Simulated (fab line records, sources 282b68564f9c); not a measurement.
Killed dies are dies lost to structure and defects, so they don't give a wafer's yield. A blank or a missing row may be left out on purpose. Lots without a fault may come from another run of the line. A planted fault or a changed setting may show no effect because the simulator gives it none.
One fault seen from 2 desks | flow rit_cmos | each desk has only its own numbers; what lay behind them comes last

THE METROLOGY DESK
What the gauges read, lot by lot, whatever tool the lot ran on: means of the sampled wafers that have a number. A lot is out of limits, marked OUT, if its mean lies more than 4 standard deviations from the usual mean; the brackets give that distance.
Columns: A = NWELL_OVL at RIT_NWELL_OVL_MEAS_06, usual -0.1 nm; B = cd_nm at RIT_CONTACT_CD_MEAS_90, usual 999.7 nm
lot  | first seen here | A    | B
L857 | day 2 02:58     | 0.8  | 1000.5
L858 | day 2 06:45     | 0.1  | 1002.0
L859 | day 2 15:39     | -0.2 | 1002.8
L861 | day 3 09:18     | 1.5  | 1000.0
L862 | day 3 09:38     | 1.3  | 1004.6
L863 | day 3 09:40     | 0.3  | 996.2
L866 | day 4 01:18     | -0.7 | 999.9
L867 | day 4 17:08     | -0.0 | 997.1
L869 | day 5 00:34     | -0.6 | 1002.0
L874 | day 5 16:03     | -0.7 | 999.8
L876 | day 6 01:26     | -1.8 | 997.8
L878 | day 6 07:14     | -2.2 | 998.5
L880 | day 6 19:37     | -1.2 | 999.2
This desk's finding: nothing out of limits on any of the 13 lots.

THE TOOL OWNER'S DESK: rie_si-01
The tool's own readings at RIT_GATE_ETCH_19 (etches poly-Si in SF6/CHF3/O2, stops on SiO2, time 165 s, target depth 312.5 nm): means of the sampled wafers that have a number, for each lot that ran on this tool. A lot is out of limits, marked OUT, if its mean lies more than 4 standard deviations from the usual mean; the brackets give that distance.
Columns: A = chamber_pressure_mTorr at RIT_GATE_ETCH_19, usual 40.00 mTorr; B = drypump_motor_current_A at RIT_GATE_ETCH_19, usual 5.9 A; C = oes_product_au at RIT_GATE_ETCH_19, usual 0.854 a.u.; D = throttle_valve_pct at RIT_GATE_ETCH_19, usual 10.27 %
lot  | first seen here | A     | B   | C     | D
L857 | day 3 06:17     | 40.02 | 5.4 | 0.851 | 10.20
L859 | day 3 22:49     | 39.96 | 5.3 | 0.844 | 10.19
L861 | day 4 14:50     | 39.99 | 6.0 | 0.855 | 10.26
L863 | day 4 15:04     | 40.01 | 5.2 | 0.840 | 10.16
L869 | day 6 04:24     | 40.00 | 5.8 | 0.825 | 10.24
This desk's finding: nothing out of limits on any of the 5 lots.

PUT TOGETHER
The metrology desk saw nothing out of limits.
The tool owner's desk saw nothing out of limits.

WHAT THE SIMULATOR HAD PUT IN
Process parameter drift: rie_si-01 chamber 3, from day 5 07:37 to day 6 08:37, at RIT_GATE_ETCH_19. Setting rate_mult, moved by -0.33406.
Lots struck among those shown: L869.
